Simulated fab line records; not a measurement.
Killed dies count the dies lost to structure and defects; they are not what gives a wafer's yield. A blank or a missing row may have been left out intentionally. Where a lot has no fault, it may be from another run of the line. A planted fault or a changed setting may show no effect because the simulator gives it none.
The same fault as seen by 2 desks ; flow rit cmos ; each desk holds nothing but its own numbers, with what lay behind them at the end

## METROLOGY DESK
Means of the sampled wafers that have a number, per lot and without regard to the tool the lot ran on: this is what the gauges read. Marked OUT: a lot whose mean sits more than 4 standard deviations from the usual mean, which makes it out of limits; the brackets give that distance.
Columns: A = M1_AL_RS at RIT_M1_RS_MEAS_01, usual 0.0749 ohm/sq; B = M1_OVL at RIT_M1_OVL_MEAS_10, usual -0.1 nm
lot;first seen here;A;B
L739;day 3 15:28;0.0758;-0.1
L740;day 3 20:54;0.0736;-1.7
L741;day 3 21:03;0.0751;0.3
L742;day 4 04:46;0.0745;-1.2
L743;day 4 08:10;0.0750;-0.5
L748;day 5 14:49;0.0749;0.7
L750;day 6 00:38;0.0734;-0.4
L752;day 6 16:22;0.0750;0.3
L755;day 7 03:10;0.0758;-2.0
L757;day 7 11:10;0.0743;0.8
L759;day 7 15:26;0.0747;0.7
L758;day 7 15:40;0.0753;0.1
L761;day 8 03:57;0.0749;0.3
L762;day 8 06:38;0.0750;-0.1
Result from this desk: across the 14 lots, nothing is out of limits.

## TOOL OWNER'S DESK, rtp anneal-02
The tool's own readings at RIT_SILICIDE_RTA_04 (time 10 s, ramp up 5 s, ramp down 5 s): means of the sampled wafers that have a number, for each lot that ran on this tool. Marked OUT: a lot whose mean sits more than 4 standard deviations from the usual mean, which makes it out of limits; the brackets give that distance.
Columns: A = wafer_temp_C_max at RIT_SILICIDE_RTA_04, usual 653.5
lot;first seen here;A
L742;day 4 01:56;653.2
L748;day 5 11:58;657.3 (+5.3) OUT
L750;day 5 21:48;657.5 (+5.6) OUT
L762;day 8 03:39;652.8
This desk finds L748, L750 out of limits, L748 being first, at day 5 11:58 (wafer_temp_C_max at RIT_SILICIDE_RTA_04). In limits: L742, L762.

## TAKEN TOGETHER
An alarm could have come from the tool owner's desk at day 5 11:58, on L748, L750.
At the metrology desk, nothing out of limits was observed.
The metrology desk holds a record of L748, L750, inside its limits.
RIT_SILICIDE_RTA_04 was run on rtp anneal-02 by each of the lots named.

## WHAT WAS PUT IN BY THE SIMULATOR
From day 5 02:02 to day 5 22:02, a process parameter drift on rtp anneal-02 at RIT_SILICIDE_RTA_04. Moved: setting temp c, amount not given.
Lots struck among those shown: L748, L750.
Hours from the fault's start to each desk's first reading out of limits: the tool owner's desk, 10.
